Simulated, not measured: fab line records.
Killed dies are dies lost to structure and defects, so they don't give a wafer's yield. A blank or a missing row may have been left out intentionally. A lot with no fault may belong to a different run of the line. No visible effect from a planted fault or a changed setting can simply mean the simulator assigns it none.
Which of the tools did it? | flow berkeley_cmos170 | Sampling: 9 lots, 27 wafers, 4 of 331 route steps

WHAT EACH GAUGE READ, for each wafer
UCB170_FIELD_THK_MEAS_02.
lot  | measured    | on            | FIELD_OXIDE_THK (nm)
L685 | day 5 06:11 | film_metro-01 | 563 556 564
L686 | day 5 22:34 | film_metro-04 | 553 564 567
L687 | day 5 22:34 | film_metro-01 | 552 558 555
L688 | day 6 07:45 | film_metro-03 | 571 561 564
L689 | day 6 07:46 | film_metro-01 | 551 554 558
L690 | day 6 07:45 | film_metro-04 | 555 539 557
L691 | day 7 04:09 | film_metro-04 | 478 488 478
L692 | day 7 04:08 | film_metro-03 | 499 487 491
L700 | day 7 21:56 | film_metro-04 | 541 542 552

UCB170_FIELD_THK_MEAS_90.
lot  | measured    | on            | FIELD_OXIDE_LEFT_1_THK (nm)
L685 | day 5 12:47 | film_metro-04 | 446 439 447
L686 | day 6 06:18 | film_metro-01 | 438 448 451
L687 | day 6 06:18 | film_metro-03 | 435 440 438
L688 | day 6 17:41 | film_metro-03 | 454 444 446
L689 | day 6 17:46 | film_metro-03 | 434 436 441
L690 | day 6 17:41 | film_metro-04 | 439 423 441
L691 | day 7 11:16 | film_metro-03 | 361 371 360
L692 | day 7 11:15 | film_metro-01 | 382 370 375
L700 | day 8 07:26 | film_metro-01 | 424 425 435

UCB170_FIELD_THK_MEAS_91.
lot  | measured    | on            | FIELD_OXIDE_LEFT_2_THK (nm)
L685 | day 6 05:21 | film_metro-04 | 356 350 359
L686 | day 7 08:40 | film_metro-03 | 350 360 363
L687 | day 7 08:25 | film_metro-04 | 347 353 351
L688 | day 7 15:33 | film_metro-03 | 365 354 357
L689 | day 7 14:50 | film_metro-04 | 345 348 353
L690 | day 7 15:41 | film_metro-01 | 350 334 352
L691 | day 8 10:31 | film_metro-04 | 274 284 274
L692 | day 8 10:13 | film_metro-04 | 294 282 287
L700 | day 9 09:44 | film_metro-01 | 335 337 347

EACH LOT AND THE TOOL THAT RAN IT (in order: tool; ch and the chambers of the sampled wafers; start)
lot  | UCB170_FIELD_OXIDATION_01
L685 | furnace-01 ch 0, day 5 03:10
L686 | furnace-02 ch 0, day 5 19:33
L687 | furnace-02 ch 0, day 5 19:33
L688 | furnace-02 ch 0, day 6 04:45
L689 | furnace-02 ch 0, day 6 04:45
L690 | furnace-02 ch 0, day 6 04:45
L691 | furnace-02 ch 0, day 7 01:08
L692 | furnace-02 ch 0, day 7 01:08
L700 | furnace-04 ch 0, day 7 18:56
- UCB170_FIELD_OXIDATION_01: target thk 558.3 nm, ox time 7200 s.

AS READ BY THE TOOLS THEMSELVES (means over the sampled wafers that have a number; for cases with no such wafer, the mark the record gives instead)
UCB170_FIELD_OXIDATION_01.
lot  | tool       | zone_power_centre_pct (%) | zone_power_load_pct (%)
L685 | furnace-01 | 50.6                      | 36.3
L686 | furnace-02 | 49.2                      | 39.0
L687 | furnace-02 | 48.8                      | 39.3
L688 | furnace-02 | 49.0                      | 38.9
L689 | furnace-02 | 48.5                      | 38.9
L690 | furnace-02 | 48.3                      | 39.6
L691 | furnace-02 | 48.8                      | 39.1
L692 | furnace-02 | 48.7                      | 39.1
L700 | furnace-04 | 43.8                      | 31.7

THE ANSWER, worked out from the rows above alone
Rule: the usual values come from the lots themselves. Put in order of their means at a reading, lots are off if they are a third of the lots or fewer, leave a main group of 4 or more, and stand apart from it by a gap of 3 or more times the standard deviation of the main group's means; of several such gaps the widest counts. Not used: any main group whose means are identical at the precision the tables above print for the reading. A lot without any number at a reading at which 4 lots or more have one is off too. The other lots that the step has rows for count as sound. First the gauges in route order, then the tools' own readings, where a lot's mean is used as printed above. The first step at which some lot is off is used, and at that step the reading that is off furthest; a lot without a number counts as furthest.
Off: at UCB170_FIELD_THK_MEAS_02 (FIELD_OXIDE_THK), L691, L692. For the main group the mean is 556 nm and the standard deviation 6.5.
A tool fits if, at a process step before that reading, it ran every lot that is off, and no sound lot after the first of them. Gauges at UCB170_FIELD_THK_MEAS_02: tried the same way as those tools. One fits: furnace-02 at UCB170_FIELD_OXIDATION_01. A fault onset in the window from L688 (day 6 04:45, its last sound lot) to L691 (day 7 01:08, its first lot off) fits.

WHAT HAD BEEN PUT IN BY THE SIMULATOR
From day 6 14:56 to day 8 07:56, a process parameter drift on furnace-02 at UCB170_FIELD_OXIDATION_01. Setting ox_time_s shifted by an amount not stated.
Shown lots that were struck: L692, L691. The rule given above showed the same thing.
